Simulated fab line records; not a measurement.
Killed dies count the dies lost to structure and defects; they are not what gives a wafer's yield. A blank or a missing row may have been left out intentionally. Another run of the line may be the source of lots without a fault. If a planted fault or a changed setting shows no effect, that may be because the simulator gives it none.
fab line records	flow berkeleyCmos170
[record] lots = 5	wafers = 23
route steps=331 shown M2@284 V2@292 M3@319
startH: start of the lot's first displayed wafer, in hours after the record's first day	waitH: hours since the lot's step before	" as in the row above	L1.1+2: a single row standing in for several wafers	- no value, or no start was given	* or withheld: withheld	< > ~ a bound
route shown NAME@n: names a module that has steps shown in the file, with the first one's number in the route	usual: mean/standard deviation taken from wafers without a fault	same: alike in all rows	chamber/n: place in a boat	sites: readings site by site	_std_site: the standard deviation of these	_edge_site: mean of outer sites minus mean of inner sites	radiusMm: how far each site lies from the wafer's centre	mask NAME#n: copy n	behind: tool/chamber where the wafer was last shaped	hold: cause of the lot's hold/its duration in hours/its outcome	device: whichever transistor did not switch (one of n, p or np)	end of line: the route-end tests of the same wafers	for a step that has no rows: nothing shown but its recipe	killed: not the wafer's yield, but the dies lost to structure and defects at the first sort	map: a wafer's dies, x killed, . not, _ none there
set.NAME: setting as actually run; set.NAME@STEP: the setting as run at that earlier step	model.NAME: the simulator's own value behind a step, which no gauge read
lots run with intentionally changed settings; tables by step, rows by wafer
[[steps]]
[step UCB170_M2_PEB_13]
[recipe] pebTempC = 130	pebTimeS = withheld	resist = KrF
lot.wafer	tool	chamber	startH	waitH	set.pebTempC
L077.2+3+5	lithoTrack-03	0	206.87	0.6	130
L081.1+2+4	lithoTrack-04	0	224.96	0.1	130
L081.5+6	"	0	"	"	132
L083.1+2+3+4+5	lithoTrack-03	0	236.27	0.1	130
L084.1+3+4+5+6	lithoTrack-04	0	240.86	0.5	130
L082.1+3+5	lithoTrack-01	0	241.12	0.5	130
L082.2+4	"	0	"	"	126.7
[step UCB170_M2_DEVELOP_14]
[recipe] developer = TMAH	developTimeS = 45	resist = KrF	devTempC = 21
[step UCB170_M2_CD_MEAS_15]
[recipe] targetCdNm = 700
[usual] cdNm = 700.0/1
lot.wafer	tool	chamber	startH	waitH	set.pebTempC@M2_PEB_13	cdNm
L077.2	cdSem-02	-	207.27	-	130	700.6
L077.3	"	-	"	"	130	700.9
L077.5	"	-	"	"	130	700.4
L081.1	cdSem-02	-	225.23	-	130	700.5
L081.2	"	-	"	"	130	702.1
L081.4	"	-	"	"	130	700.8
L081.5	"	-	"	"	132	688.3
L081.6	"	-	"	"	132	687.9
L083.1	cdSem-01	-	236.55	-	130	701.3
L083.2	"	-	"	"	130	701.5
L083.3	"	-	"	"	130	700.8
L083.4	"	-	"	"	130	700.5
L083.5	"	-	"	"	130	700.0
L084.1	cdSem-01	-	241.13	-	130	699.3
L084.3	"	-	"	"	130	700.8
L084.4	"	-	"	"	130	701.4
L084.5	"	-	"	"	130	700.7
L084.6	"	-	"	"	130	701.2
L082.1	cdSem-02	-	241.40	-	130	700.5
L082.2	"	-	"	"	126.7	725.6
L082.3	"	-	"	"	130	701.7
L082.4	"	-	"	"	126.7	725.6
L082.5	"	-	"	"	130	700.2
[step UCB170_M2_ETCH_17]
[recipe] chemistry = N2/H2	targetDepthA = withheld	overetchA = withheld	target = BARC	timeS = withheld	sourceW = 500	biasW = 100	pressureMtorr = 30	n2FlowSccm = 100	h2FlowSccm = 200
lot.wafer	tool	chamber	startH	waitH	set.pebTempC@M2_PEB_13	model.M2.cdNm
L077.2	rieDiel-04	1	207.40	0.0	130	700.7
L077.3	"	0	"	"	130	701.4
L077.5	"	0	"	"	130	700.2
L081.1	rieDiel-02	2	225.39	0.0	130	700.7
L081.2	"	1	"	"	130	702.5
L081.4	"	3	"	"	130	701.2
L081.5	"	0	"	"	132	688.9
L081.6	"	1	"	"	132	688.8
L083.1	rieDiel-04	1	236.70	0.0	130	701.3
L083.2	"	0	"	"	130	701.6
L083.3+4+5	"	2,2,0	"	"	130	700.7
L084.1	rieDiel-04	0	241.29	0.0	130	699.9
L084.3+5	"	2	"	"	130	700.4
L084.4	"	1	"	"	130	701.3
L084.6	"	0	"	"	130	701.7
L082.1	rieDiel-02	1	241.56	0.0	130	700.8
L082.2	"	2	"	"	126.7	726
L082.3	"	3	"	"	130	702
L082.4	"	0	"	"	126.7	725.4
L082.5	"	3	"	"	130	700.6
[step UCB170_M2_METAL_ETCH_18]
[recipe] chemistry = Cl2/BCl3	target = Al	stopOn = SiO2	pressureMtorr = 12	targetDepthA = 11700	overEtchFrac = 0.3	timeS = 195	icpW = 600	biasW = 120	Cl2_flow_sccm = 90	bcl3FlowSccm = 45
lot.wafer	tool	chamber	startH	waitH	set.pebTempC@M2_PEB_13	model.M2.cdNm
L077.2	rieMetal-03	0	207.45	-	130	697.6
L077.3	"	1	"	"	130	695.9
L077.5	"	0	"	"	130	699.3
L081.1	rieMetal-04	0	225.43	-	130	699.6
L081.2	"	1	"	"	130	706.4
L081.4	"	1	"	"	130	703.5
L081.5	"	0	"	"	132	687.5
L081.6	"	1	"	"	132	692.5
L083.1	rieMetal-04	0	236.75	-	130	699.2
L083.2	"	1	"	"	130	703.9
L083.3	"	1	"	"	130	704.1
L083.4	"	0	"	"	130	698.6
L083.5	"	1	"	"	130	702.1
L084.1	rieMetal-04	0	241.33	-	130	699.6
L084.3	"	0	"	"	130	700.3
L084.4	"	1	"	"	130	705.3
L084.5	"	0	"	"	130	700.7
L084.6	"	1	"	"	130	707.6
L082.1	rieMetal-01	1	241.60	-	130	699.5
L082.2	"	1	"	"	126.7	724.8
L082.3	"	1	"	"	130	703.6
L082.4	"	1	"	"	126.7	725.9
L082.5	"	1	"	"	130	701.2
[step UCB170_M2_STRIP_19]
[recipe] chemistry = O2	powerW = 400	pressureMtorr = 3500	platenTempC = withheld	o2FlowSccm = 400	overashFraction = 0.5
[step UCB170_M2_CD_MEAS_90]
[recipe] targetCdNm = 700
[usual] cdNm = 700/3.2
lot.wafer	tool	chamber	startH	waitH	set.pebTempC@M2_PEB_13	cdNm
L077.2	cdSem-02	-	207.75	0.1	130	698
L077.3	"	-	"	"	130	696
L077.5	"	-	"	"	130	699
L081.1	cdSem-01	-	225.72	0.1	130	700
L081.2	"	-	"	"	130	707
L081.4	"	-	"	"	130	704
L081.5	"	-	"	"	132	688
L081.6	"	-	"	"	132	693
L083.1	cdSem-01	-	237.03	0.1	130	699
L083.2	"	-	"	"	130	704
L083.3	"	-	"	"	130	704
L083.4	"	-	"	"	130	698
L083.5	"	-	"	"	130	702
L084.1	cdSem-01	-	241.62	0.1	130	699
L084.3	"	-	"	"	130	700
L084.4	"	-	"	"	130	705
L084.5	"	-	"	"	130	701
L084.6	"	-	"	"	130	708
L082.1	cdSem-01	-	242.07	0.1	130	700
L082.2	"	-	"	"	126.7	725
L082.3	"	-	"	"	130	704
L082.4	"	-	"	"	126.7	725
L082.5	"	-	"	"	130	701
[step UCB170_V2_CVD_00]
[recipe] material = SiO2	targetThkNm = 2000	tempC = 390	precursor = TEOS/O2	timeS = 250	rfW = 550	pressureMtorr = 9000
lot.wafer	tool	chamber	startH	waitH	set.timeS	model.SiO2_of_V2_CVD_00.thkNm
L077.2	pecvd-04	1	207.85	0.1	250	2002
L077.3	"	2	"	"	250	1973
L077.5	"	0	"	"	250	2019
L081.1	pecvd-01	2	225.84	0.1	250	1997
L081.2	"	0	"	"	250	1999
L081.4	"	1	"	"	250	2039
L081.5	"	0	"	"	250	2032
L081.6	"	2	"	"	250	2020
L083.1	pecvd-04	2	237.15	0.1	232.1	1828
L083.2	"	1	"	"	250	1995
L083.3	"	0	"	"	232.1	1873
L083.4	"	1	"	"	250	2041
L083.5	"	2	"	"	232.1	1890
L084.1	pecvd-01	1	241.74	0.1	261.2	2067
L084.3	"	0	"	"	250	1980
L084.4	"	1	"	"	250	2020
L084.5	"	0	"	"	250	2029
L084.6	"	2	"	"	261.2	2097
L082.1	pecvd-02	1	242.19	0.1	250	2006
L082.2	"	2	"	"	287.1	2298
L082.3	"	0	"	"	287.1	2289
L082.4	"	0	"	"	250	2016
L082.5	"	2	"	"	250	2013
[step UCB170_V2_THK_MEAS_01]
[recipe] reads = SiO2_of_V2_CVD_00
[usual] V2_TEOS_THK = 2010/24
lot.wafer	tool	chamber	startH	waitH	set.timeS@V2_CVD_00	V2_TEOS_THK[nm]
L077.2	filmMetro-04	-	208.02	0.1	250	2001
L077.3	"	-	"	"	250	1974
L077.5	"	-	"	"	250	2019
L081.1	filmMetro-04	-	225.99	0.1	250	1998
L081.2	"	-	"	"	250	2000
L081.4	"	-	"	"	250	2039
L081.5	"	-	"	"	250	2031
L081.6	"	-	"	"	250	2020
L083.1	filmMetro-03	-	237.31	0.1	232.1	1828
L083.2	"	-	"	"	250	1995
L083.3	"	-	"	"	232.1	1872
L083.4	"	-	"	"	250	2041
L083.5	"	-	"	"	232.1	1890
L084.1	filmMetro-03	-	241.89	0.1	261.2	2066
L084.3	"	-	"	"	250	1979
L084.4	"	-	"	"	250	2022
L084.5	"	-	"	"	250	2030
L084.6	"	-	"	"	261.2	2097
L082.1	filmMetro-01	-	242.35	0.1	250	2005
L082.2	"	-	"	"	287.1	2298
L082.3	"	-	"	"	287.1	2290
L082.4	"	-	"	"	250	2017
L082.5	"	-	"	"	250	2013
[step UCB170_V2_ETCH_14]
[recipe] chemistry = CHF3/CF4/Ar	target = SiO2	stopOn = Al	CHF3_flow_sccm = 45	cf4FlowSccm = 15	Ar_flow_sccm = 150	pressureMtorr = 200	rfW = 700	targetDepthA = 12500	overEtchFrac = 0.25	timeS = 291
lot.wafer	tool	chamber	startH	waitH	set.timeS	model.KrF_of_V2_COAT_07.thkNm
L077.2	rieDiel-02	0	211.27	0.0	291	609.4
L077.3	"	2	"	"	291	612.6
L077.5	"	3	"	"	291	616
L081.1	rieDiel-02	3	228.89	0.0	291	616.3
L081.2	"	0	"	"	291	608.3
L081.4	"	2	"	"	291	613.1
L081.5	"	0	"	"	291	607.8
L081.6	"	1	"	"	291	615.8
L083.1	rieDiel-03	0	239.93	0.0	271.1	632.6
L083.2+5	"	2,0	"	"	271.1	627.6
L083.3	"	1	"	"	291	609.7
L083.4	"	1	"	"	291	607.9
L082.1	rieDiel-04	1	245.95	0.0	291	614.2
L082.2	"	2	"	"	333.6	573.8
L082.3	"	3	"	"	333.6	577.2
L082.4	"	0	"	"	291	614.3
L082.5	"	3	"	"	333.6	575.2
L084.1	rieDiel-03	1	246.07	0.0	291	606.7
L084.3	"	3	"	"	291	603.2
L084.4	"	2	"	"	291	603.3
L084.5	"	3	"	"	291	603.5
L084.6	"	2	"	"	291	604.2
[step UCB170_V2_STRIP_15]
[recipe] chemistry = O2	powerW = 400	pressureMtorr = 3500	platenTempC = withheld	o2FlowSccm = 400	overashFraction = 0.5
[usual] stripTimeToEndpointS = 15.30/0.091
lot.wafer	tool	chamber	startH	waitH	set.timeS@V2_ETCH_14	stripTimeToEndpointS
L077.2	plasmaAsher-04	0	211.45	0.1	291	15.29
L077.3	"	0	"	"	291	15.38
L077.5	"	0	"	"	291	15.46
L081.1	plasmaAsher-04	1	229.07	0.1	291	15.47
L081.2	"	0	"	"	291	15.26
L081.4	"	1	"	"	291	15.38
L081.5	"	0	"	"	291	15.26
L081.6	"	1	"	"	291	15.44
L083.1	plasmaAsher-04	0	240.11	0.1	271.1	15.83
L083.2	"	1	"	"	271.1	15.73
L083.3	"	1	"	"	291	15.31
L083.4	"	0	"	"	291	15.25
L083.5	"	0	"	"	271.1	15.72
L082.1	plasmaAsher-02	0	246.12	0.1	291	15.41
L082.2	"	1	"	"	333.6	14.44
L082.3	"	1	"	"	333.6	14.53
L082.4	"	0	"	"	291	15.43
L082.5	"	0	"	"	333.6	14.49
L084.1	plasmaAsher-03	1	246.25	0.1	291	15.22
L084.3	"	0	"	"	291	15.16
L084.4	"	1	"	"	291	15.16
L084.5	"	1	"	"	291	15.16
L084.6	"	0	"	"	291	15.16
[step UCB170_M3_COAT_10]
[recipe] resist = KrF	spinRpm = 1500	resistThkNm = 900
lot.wafer	tool	chamber	startH	waitH	set.resistThkNm	model.KrF_of_M3_COAT_10.thkNm
L077.2	lithoTrack-02	0	-	-	900	897.9
L077.3	"	0	"	"	900	898.5
L077.5	"	0	"	"	900	900.1
L081.1	lithoTrack-02	0	-	-	900	900.8
L081.2	"	0	"	"	871.7	870.6
L081.4	"	0	"	"	900	898.6
L081.5	"	0	"	"	871.7	872.8
L081.6	"	0	"	"	871.7	871.1
L083.1	lithoTrack-03	0	-	-	944.3	946.3
L083.2	"	0	"	"	944.3	944.6
L083.3	"	0	"	"	944.3	946.1
L083.4	"	0	"	"	900	902.2
L083.5	"	0	"	"	900	899.4
L082.1	lithoTrack-04	0	-	-	900	897
L082.2	"	0	"	"	900	897.6
L082.3	"	0	"	"	900	893.7
L082.4	"	0	"	"	900	898.6
L082.5	"	0	"	"	900	896.1
L084.1	lithoTrack-03	0	-	-	900	900.7
L084.3	"	0	"	"	857.8	856
L084.4	"	0	"	"	857.8	855.3
L084.5	"	0	"	"	900	896.8
L084.6	"	0	"	"	857.8	853.7
[step UCB170_M3_METAL_ETCH_18]
[recipe] chemistry = Cl2/BCl3	target = Al	stopOn = SiO2	pressureMtorr = 12	targetDepthA = 11700	overEtchFrac = 0.3	timeS = 195	icpW = 600	biasW = 120	Cl2_flow_sccm = 90	bcl3FlowSccm = 45
[usual] oesProductAu = 0.843/0.017
lot.wafer	tool	chamber	startH	waitH	set.timeS	set.resistThkNm@M3_COAT_10	oesProductAu	model.KrF_of_M3_COAT_10.thkNm	model.SiO2_of_V2_CVD_00.thkNm
L077.2	rieMetal-02	1	214.17	-	195	900	0.855	201.7	937
L077.3	"	0	"	"	195	900	0.860	194.7	936.9
L077.5	"	1	"	"	195	900	0.850	212.8	937.6
L081.1	rieMetal-04	1	232.01	-	195	900	0.827	215.9	937.7
L081.2	"	0	"	"	173.8	871.7	0.886	263.3	945.5
L081.4	"	0	"	"	173.8	900	0.894	290.2	944.1
L081.5	"	1	"	"	173.8	871.7	0.880	260.4	944.2
L081.6	"	0	"	"	195	871.7	0.824	193.1	938.9
L083.1	rieMetal-02	1	244.97	-	195	944.3	0.849	248.3	938.2
L083.2	"	0	"	"	195	944.3	0.858	242.5	938.8
L083.3	"	1	"	"	195	944.3	0.846	257.6	938.7
L083.4	"	0	"	"	195	900	0.861	196.1	936.6
L083.5	"	0	"	"	195	900	0.852	199.4	939.1
L082.1	rieMetal-02	1	249.91	-	195	900	0.847	194.7	938.4
L082.2	"	0	"	"	195	900	0.866	189.3	938
L082.3	"	1	"	"	195	900	0.842	200.4	938.7
L082.4	"	0	"	"	195	900	0.874	196	938.2
L082.5	"	1	"	"	195	900	0.850	203.7	938.9
L084.1	rieMetal-04	0	250.14	-	195	900	0.834	221.9	939.7
L084.3	"	1	"	"	203.9	857.8	0.820	140	936.7
L084.4	"	0	"	"	195	857.8	0.835	178.6	940.7
L084.5	"	0	"	"	203.9	900	0.819	186.6	936.2
L084.6	"	1	"	"	203.9	857.8	0.820	146.6	936.1
[[key]]
[split] step = UCB170_M2_PEB_13	setting = pebTempC	stated = 130	by = wafer
[response] step = UCB170_M2_CD_MEAS_15	reading = cdNm	change = -9.41	per = 1%	r = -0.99
[response] step = UCB170_M2_ETCH_17	reading = model.M2.cdNm	change = -9.27	per = 1%	r = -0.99
[response] step = UCB170_M2_METAL_ETCH_18	reading = model.M2.cdNm	change = -9.19	per = 1%	r = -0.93
[response] step = UCB170_M2_CD_MEAS_90	reading = cdNm	change = -9.09	per = 1%	r = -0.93
[split] step = UCB170_V2_CVD_00	setting = timeS	stated = 250	by = wafer
[response] step = UCB170_V2_CVD_00	reading = model.SiO2_of_V2_CVD_00.thkNm	change = +19.3	per = 1%	r = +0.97
[response] step = UCB170_V2_THK_MEAS_01	reading = V2_TEOS_THK	change = +19.3	per = 1%	r = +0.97
[split] step = UCB170_V2_ETCH_14	setting = timeS	stated = 291	by = wafer
[response] step = UCB170_V2_ETCH_14	reading = model.KrF_of_V2_COAT_07.thkNm	change = -2.72	per = 1%	r = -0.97
[response] step = UCB170_V2_STRIP_15	reading = stripTimeToEndpointS	change = *	per = 1%	r = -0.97
[split] step = UCB170_M3_COAT_10	setting = resistThkNm	stated = 900	by = wafer
[response] step = UCB170_M3_COAT_10	reading = model.KrF_of_M3_COAT_10.thkNm	change = +9.17	per = 1%	r = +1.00
[response] step = UCB170_M3_METAL_ETCH_18	reading = model.KrF_of_M3_COAT_10.thkNm	slope = +9.7	per = 1%	togetherWith = timeS@M3_METAL_ETCH_18	explained = 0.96
[split] step = UCB170_M3_METAL_ETCH_18	setting = timeS	stated = 195	by = wafer
[response] step = UCB170_M3_METAL_ETCH_18	reading = oesProductAu	change = -0.00525	per = 1%	r = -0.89
[response] step = UCB170_M3_METAL_ETCH_18	reading = model.SiO2_of_V2_CVD_00.thkNm	change = -0.62	per = 1%	r = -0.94
[response] step = UCB170_M3_METAL_ETCH_18	reading = model.KrF_of_M3_COAT_10.thkNm	slope = -6.77	per = 1%	togetherWith = resistThkNm@M3_COAT_10	explained = 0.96
